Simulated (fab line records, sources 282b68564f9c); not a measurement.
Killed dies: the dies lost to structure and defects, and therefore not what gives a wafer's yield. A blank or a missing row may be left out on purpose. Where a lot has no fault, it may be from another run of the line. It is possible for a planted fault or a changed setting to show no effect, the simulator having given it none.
Struck lot and sound lot, side by side ; flow ritCmos ; 21 steps out of a route of 202
Sound: these wafers, L882.1, L882.3, L882.6. Wafers struck: L892.1, L892.4, L892.6. The cause is given at the end.
For every step that has rows: the tool of each side, followed by ch and its chambers, followed by its first start. Under that, the readings that differ: sound wafers ; struck wafers ; difference of the means ; sigmas: that difference in standard deviations of wafers without a fault.
alike: a reading whose means differ by less than 2 such deviations, as well as words and numbers matching on both sides. not compared: withheld readings; readings where some wafer has no value; bounds like >300 that might hide an equal value; numbers whose values overlap and for which the record gives no deviation.
Wherever a step has rows on one side only, a row that says differs or no value, or a row with sigmas, the two part there. Numbers that have no deviation but don't overlap get no sigmas and don't part them. Lack of a reading on every wafer of one side parts them only where that side has two or more wafers.

RIT_GATE_CD_MEAS_16: the cd target is 150 nm.
  sound on cdSem-02 at day 4 08:01; struck on cdSem-01 at day 6 10:42
  alike: cdNm
RIT_GATE_OVL_MEAS_17:
  sound on overlay-02 at day 4 08:08; struck on overlay-01 at day 6 10:49
  alike: GATE_OVL
then, 1 step without rows for these wafers: RIT_GATE_HARDBAKE_18 (time 60 s).
RIT_GATE_ETCH_19: etches poly-Si in SF6/CHF3/O2, stops on SiO2, time 165 s, target depth 312.5 nm.
  sound on rieSi-01 ch 0,3, day 4 08:20; struck on rieSi-01 ch 0,1,3, day 6 11:01
  alike: drypumpMotorCurrentA, oesProductAu, throttleValvePct
  not compared: rfHoursCounterH
RIT_GATE_STRIP_20: strips in O2, time 180 s.
  sound on plasmaAsher-01 ch 0, day 4 08:26; struck on plasmaAsher-02 ch 0,1, day 6 11:07
  alike: drypumpMotorCurrentA
  not compared: rfHoursCounterH
RIT_GATE_CD_MEAS_90: the cd target is 150 nm.
  sound on cdSem-01 at day 4 08:37; struck on cdSem-02 at day 6 11:17
  alike: cdNm
then, 4 steps without rows for these wafers: RIT_REOX_CLEAN_00 (cleans in SC1, time 600 s); RIT_REOX_CLEAN_01 (cleans in dHF, time 30 s); RIT_REOX_CLEAN_02 (cleans in SC2, time 600 s); RIT_REOX_OXIDATION_03 (target thk 25.2 nm, ox time 5580 s).
RIT_REOX_THK_MEAS_04:
  sound on filmMetro-04 at day 4 12:29; struck on filmMetro-02 at day 6 15:11
  alike: REOX_OXIDE_THK
then, 1 step without rows for these wafers: RIT_NLDD_HMDS_00 (prime time 60 s).
RIT_NLDD_COAT_01: resist thk 1000 nm.
  sound on lithoTrack-04 ch 0, day 4 12:41; struck on lithoTrack-02 ch 0, day 6 15:24
reading;sound;struck;difference;sigmas
model.NOVOLAK_of_NLDD_COAT_01.thkNm (nm);1000 1002 1002;1084 1085 1085;+83;
  alike: dispensePressureKPa
then, 4 steps without rows for these wafers: RIT_NLDD_SOFTBAKE_02 (time 60 s); RIT_NLDD_EXPOSE_03 (exposes mask M7, target cd 40700 nm); RIT_NLDD_PEB_04; RIT_NLDD_DEVELOP_05 (develop time 50 s).
RIT_NLDD_OVL_MEAS_06:
  sound on overlay-02 at day 4 13:28; struck on overlay-01 at day 6 16:06
  alike: NLDD_OVL
RIT_NLDD_HARDBAKE_07: time 60 s.
  sound on lithoTrack-04 ch 0, day 4 13:30; struck on lithoTrack-01 ch 0, day 6 16:08
reading;sound;struck;difference;sigmas
model.NOVOLAK_of_NLDD_COAT_01.thkNm (nm);883.9 885.3 885.1;957.7 958.1 958.4;+73.3;
following that, these wafers have no rows for 1 step: RIT_NLDD_IMPLANT_08.
RIT_M1_PROBE_99:
  sound wafers here have rows in the record (prober-01, day 5 05:31); struck ones have none

== WHERE THEY PART ==
Only at RIT_M1_PROBE_99, as far as this record shows.

WHY: the cause the simulator had injected
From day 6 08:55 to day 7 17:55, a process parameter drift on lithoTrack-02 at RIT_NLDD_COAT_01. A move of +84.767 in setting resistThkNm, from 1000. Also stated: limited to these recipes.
